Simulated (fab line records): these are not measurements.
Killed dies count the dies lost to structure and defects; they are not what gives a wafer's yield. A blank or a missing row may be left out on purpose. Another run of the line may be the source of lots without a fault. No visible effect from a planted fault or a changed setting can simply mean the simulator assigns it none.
Which tool did it? | flow rit_cmos | 14 lots with 42 wafers sampled at 2 steps, on a route of 202 steps

WHAT THE GAUGES SHOWED, per wafer
RIT_PWELL_TW_MEAS_10. Usual: PWELL_TW 952, standard deviation 6.2.
lot  | measured    | on            | PWELL_TW    | flag
L945 | day 2 15:01 | film_metro-02 | 955 952 957 |
L946 | day 2 19:22 | film_metro-04 | 946 941 940 |
L947 | day 3 01:32 | film_metro-03 | 957 958 966 |
L950 | day 3 14:38 | film_metro-04 | 949 955 956 |
L951 | day 3 19:40 | film_metro-04 | 951 955 949 |
L952 | day 4 02:08 | film_metro-04 | 944 951 946 |
L953 | day 4 05:22 | film_metro-04 | 943 948 948 |
L956 | day 4 21:16 | film_metro-04 | 940 944 943 |
L957 | day 5 01:43 | film_metro-03 | 952 951 951 |
L958 | day 5 07:13 | film_metro-04 | 951 947 961 |
L959 | day 5 12:28 | film_metro-02 | 960 960 962 |
L963 | day 6 08:50 | film_metro-04 | 947 945 949 |
L964 | day 6 13:21 | film_metro-02 | 960 960 959 |
L965 | day 6 17:54 | film_metro-04 | 950 954 946 |

RIT_GATE_OVL_MEAS_17. Usual: GATE_OVL 1.0 nm, standard deviation 1.4.
lot  | measured    | on         | GATE_OVL (nm)  | flag
L945 | day 3 05:34 | overlay-01 | 0.6 1.5 1.0    |
L946 | day 3 09:00 | overlay-01 | 3.0 0.4 1.3    |
L947 | day 3 15:37 | overlay-01 | 2.2 -0.2 2.7   |
L950 | day 4 05:21 | overlay-02 | 2.8 4.0 1.1    |
L951 | day 4 09:59 | overlay-01 | -1.1 0.6 -0.2  |
L952 | day 4 17:05 | overlay-01 | -0.2 0.3 0.1   |
L953 | day 4 19:49 | overlay-01 | 0.5 0.9 0.9    |
L956 | day 5 11:34 | overlay-02 | -0.3 -1.2 -0.3 |
L957 | day 5 16:20 | overlay-02 | 3.6 2.1 1.1    |
L958 | day 5 23:16 | overlay-01 | -1.1 -1.4 0.0  |
L959 | day 6 03:00 | overlay-02 | -0.8 0.8 1.6   |
L963 | day 6 22:34 | overlay-02 | 1.4 0.5 1.5    |
L964 | day 7 03:21 | overlay-01 | 3.4 2.6 0.4    |
L965 | day 7 07:41 | overlay-02 | 2.7 7.0 4.1    |

WHAT TOOL EACH LOT RAN ON (gives the tool, then ch and the chambers of the sampled wafers, and finally the start)
Before these readings, the record contains no process step.

AS READ BY THE TOOLS THEMSELVES (means over the sampled wafers that have a number; for cases with no such wafer, the mark the record gives instead)
The record holds no such reading with a usual standard deviation.

THE ANSWER, worked out from the rows above alone
Rule: take the mean of a lot's wafers that have a number; if it is more than 3 standard deviations from the usual mean, the lot is off. Also off: a lot with no number at a reading for which 4 or more lots have one. The other lots that the step has rows for count as sound. First the gauges in route order, then the tools' own readings, where a lot's mean is used as printed above. At the first step where some lot is off, the reading lying furthest off is the one used; lots without a number count as furthest.
None of the lots is off at any reading shown; this tells nothing.

WHAT THE SIMULATOR HAD PUT IN
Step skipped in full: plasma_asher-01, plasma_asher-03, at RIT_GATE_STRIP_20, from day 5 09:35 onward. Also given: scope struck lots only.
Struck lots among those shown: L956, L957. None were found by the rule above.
